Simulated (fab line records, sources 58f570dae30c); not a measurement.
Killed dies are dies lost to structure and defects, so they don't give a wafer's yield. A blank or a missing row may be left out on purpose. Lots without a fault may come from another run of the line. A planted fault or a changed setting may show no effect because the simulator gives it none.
fab line records | flow berkeley_cmos170
record lots=11 wafers=33 last_day=13
route steps=331 shown NWELL@18
lots that met no fault: from a run of the same line without faults
start_h: hours from the record's first day to the start of the lot's first wafer shown | wait_h: hours since the lot's step before | " the same as in the row above | L1.1+2: a row that stands for several wafers | - no value, or no start given | * or withheld: withheld | < > ~ a bound
route shown NAME@n: a module of which the file shows steps, and the number in the route of the first | usual: mean/standard deviation of fault-free wafers | same: alike in all rows | chamber/n: place in a boat | sites: the reading at each site | _std_site: their standard deviation | _edge_site: outer sites' mean less inner sites' | radius_mm: how far each site lies from the wafer's centre | mask NAME#n: copy n | behind: the tool/chamber that last shaped the wafer | hold: why the lot was held/for how many hours/how that ended | device: the transistor (n, p or np) that didn't switch | end of line: the same wafers' tests at the end of the route | a step without rows: its recipe alone | killed: dies lost to structure and defects at the first sort, not the wafer's yield | map: a wafer's dies, x killed, . not, _ none there
set.NAME: the setting as run; set.NAME@STEP: as run at that earlier step | model.NAME: the simulator's own value behind a step, which no gauge read
steps of the route over a sample of lots; a table a step, a row a wafer
services: from which hour (start_h, from the record's first day; less than 0 if before it) a tool's chamber was out of use, for how many hours, and why
## steps
# step UCB170_NWELL_CVD_04
# recipe material=Si3N4 target_thk_nm=224 temp_c=800 precursor=SiH2Cl2/NH3 time_s=3360 pressure_mtorr=200 sih2cl2_flow_sccm=25 nh3_flow_sccm=75
# usual spike_tc_centre_C=803.3/1.1 zone_power_source_pct=22.4/0.93
# columns lot.wafer tool chamber start_h wait_h spike_tc_centre_C zone_power_source_pct
L205.1 lpcvd-01 0 33.30 0.0 804.4 22.6
L205.2 " 0 " " 803.1 22.9
L205.4 " 0 " " 802.6 22.9
L206.1 lpcvd-01 0 33.30 0.0 803.2 22.5
L206.3 " 0 " " 801.7 23.1
L206.5 " 0 " " 803.2 22.7
L207.3 lpcvd-01 1 46.50 0.0 805.2 22.4
L207.4 " 1 " " 804.1 22.6
L207.6 " 1 " " 802.2 22.3
L208.1 lpcvd-01 0 46.50 0.0 802.9 23.1
L208.3 " 0 " " 801.9 22.7
L208.5 " 0 " " 804.4 22.7
L209.2 lpcvd-01 0 55.85 0.0 803.0 23.0
L209.5 " 0 " " 803.4 22.8
L209.6 " 0 " " 803.6 22.7
L210.1 lpcvd-01 1 55.85 0.0 804.1 22.7
L210.4 " 1 " " 804.6 22.5
L210.6 " 1 " " 803.2 22.7
L211.4 lpcvd-01 0 63.03 0.0 803.2 23.1
L211.5 " 0 " " 802.0 23.4
L211.6 " 0 " " 804.0 22.7
L212.1 lpcvd-01 1 63.03 0.0 803.3 22.4
L212.4 " 1 " " 803.9 22.5
L212.6 " 1 " " 802.9 22.5
L214.3 lpcvd-01 0 79.27 0.9 804.2 22.6
L214.5 " 0 " " 801.8 23.1
L214.6 " 0 " " 803.0 23.0
L220.1 lpcvd-01 1 111.38 0.0 804.5 22.2
L220.2 " 1 " " 804.0 22.9
L220.3 " 1 " " 802.9 22.9
L221.1 lpcvd-01 0 119.01 0.5 802.7 23.0
L221.4 " 0 " " 804.0 22.8
L221.6 " 0 " " 803.5 22.7
# step UCB170_NWELL_THK_MEAS_05
# recipe reads=Si3N4_of_NWELL_CVD_04
# usual NWELL_NITRIDE_THK=225.6/2
# columns lot.wafer tool chamber start_h wait_h NWELL_NITRIDE_THK[nm]
L205.1 film_metro-04 - 35.24 0.0 227.7
L205.2 " - " " 227.5
L205.4 " - " " 226.0
L206.1 film_metro-03 - 35.24 0.0 227.6
L206.3 " - " " 228.6
L206.5 " - " " 228.8
L208.1 film_metro-03 - 49.40 0.0 226.8
L208.3 " - " " 224.6
L208.5 " - " " 225.3
L207.3 film_metro-04 - 49.42 0.0 227.5
L207.4 " - " " 228.5
L207.6 " - " " 228.4
L210.1 film_metro-03 - 58.75 0.0 225.8
L210.4 " - " " 226.0
L210.6 " - " " 225.4
L209.2 film_metro-02 - 58.76 0.0 224.9
L209.5 " - " " 227.1
L209.6 " - " " 224.7
L212.1 film_metro-04 - 64.97 0.0 221.6
L212.4 " - " " 223.0
L212.6 " - " " 223.4
L211.4 film_metro-02 - 65.00 0.0 223.6
L211.5 " - " " 225.3
L211.6 " - " " 225.2
L214.3 film_metro-02 - 81.23 0.0 224.3
L214.5 " - " " 223.5
L214.6 " - " " 223.3
L220.1 film_metro-02 - 113.32 0.0 205.0
L220.2 " - " " 206.3
L220.3 " - " " 204.7
L221.1 film_metro-04 - 120.94 0.0 205.5
L221.4 " - " " 209.5
L221.6 " - " " 207.0
# step UCB170_NWELL_ETCH_13
# recipe chemistry=CH3F/Ar/O2 target=Si3N4 stop_on=SiO2 CH3F_flow_sccm=20 Ar_flow_sccm=50 O2_flow_sccm=7 pressure_mtorr=50 rf_w=450 target_depth_a=2464 over_etch_frac=0.1 time_s=154
# usual drypump_motor_current_A=6.0/0.48 oes_product_au=0.947/0.012 throttle_valve_pct=8.06/0.14
# columns lot.wafer tool chamber start_h wait_h drypump_motor_current_A oes_product_au rf_hours_counter_h throttle_valve_pct
L206.1 rie_diel-02 0 36.82 0.0 6.3 0.941 168 7.96
L206.3 " 2 " " 5.9 0.950 121 7.75
L206.5 " 3 " " 6.4 0.952 - 8.15
L205.1 rie_diel-04 0 37.34 0.0 5.0 0.947 44 8.06
L205.2 " 2 " " 6.5 0.964 164 8.08
L205.4 " 0 " " 5.0 0.936 - 8.05
L208.1 rie_diel-04 1 50.34 0.0 5.8 0.943 109 8.23
L208.3 " 0 " " 4.9 0.943 44 8.06
L208.5 " 3 " " 5.6 0.942 - 8.21
L207.3 rie_diel-02 0 50.58 0.0 6.3 0.930 168 7.94
L207.4 " 2 " " 5.9 0.952 - 7.77
L207.6 " 3 " " 6.4 0.952 - 8.16
L209.2 rie_diel-01 2 59.89 0.0 6.5 0.961 143 7.95
L209.5 " 3 " " 5.8 0.947 - 8.06
L209.6 " 2 " " 6.6 0.959 - 7.95
L210.1 rie_diel-04 2 60.44 0.0 6.6 0.967 166 8.07
L210.4 " 0 " " 4.9 0.947 - 8.06
L210.6 " 2 " " 6.6 0.960 - 8.08
L211.4 rie_diel-02 0 66.98 0.0 6.3 0.930 169 7.94
L211.5 " 0 " " 6.3 0.926 - 7.95
L211.6 " 1 " " 6.1 0.950 - 7.98
L212.1 rie_diel-01 3 67.16 0.0 5.8 0.928 134 8.05
L212.4 " 3 " " 5.8 0.933 - 8.06
L212.6 " 2 " " 6.6 0.942 - 7.95
L214.3 rie_diel-01 2 82.14 0.0 6.6 0.959 144 7.95
L214.5 " 2 " " 6.6 0.949 - 7.94
L214.6 " 3 " " 5.8 0.932 - 8.05
L220.1 rie_diel-01 1 114.95 0.0 6.3 0.908 133 8.24
L220.2 " 3 " " 5.7 0.898 136 8.04
L220.3 " 2 " " 6.6 0.901 145 7.94
L221.1 rie_diel-04 0 122.01 0.0 4.9 0.900 48 8.05
L221.4 " 1 " " 5.8 0.907 113 8.23
L221.6 " 2 " " 6.5 0.887 - 8.11
## services
# columns tool chamber start_h hours kind
rie_diel-04 1 34.70 8.0 repair
rie_diel-02 1 45.50 5.6 repair
rie_diel-01 0 51.39 72.0 repair
rie_diel-02 0 69.54 - clean
rie_diel-02 0 69.54 13.6 scheduled_down
rie_diel-02 0 69.54 13.6 vent_cycle
rie_diel-04 2 84.34 - clean
rie_diel-04 2 84.34 15.8 scheduled_down
rie_diel-04 2 84.34 15.8 vent_cycle
rie_diel-04 3 100.14 - clean
rie_diel-04 3 100.14 19.2 scheduled_down
rie_diel-04 3 100.14 19.2 vent_cycle
## key
first_sign step=UCB170_NWELL_THK_MEAS_05 reading=NWELL_NITRIDE_THK direction=down sigmas=9.7 usual=225.6 struck=206.3
effect step=UCB170_NWELL_ETCH_13 reading=oes_product_au direction=down sigmas=4.1 usual=0.947 struck=0.900
met_at UCB170_NWELL_CVD_04
struck_lots L220,L221
tester_left_out L220,L221
onset_between 79.27 111.38
also_fits time
fault kind=process_parameter_drift tool=lpcvd-01 chamber=- onset_h=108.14 steps=UCB170_NWELL_CVD_04 channel=target_thk_nm offset=-20.803 shape=step end_h=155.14 acts_in=these_recipes_only stated=224
# tester_left_out: of these lots the tester's yield and bins aren't shown, on N5 and GAA mostly nor the transistor test; their killed dies are dies lost to structure and defects alone, not to doping, threshold or leakage, so they don't give the yield
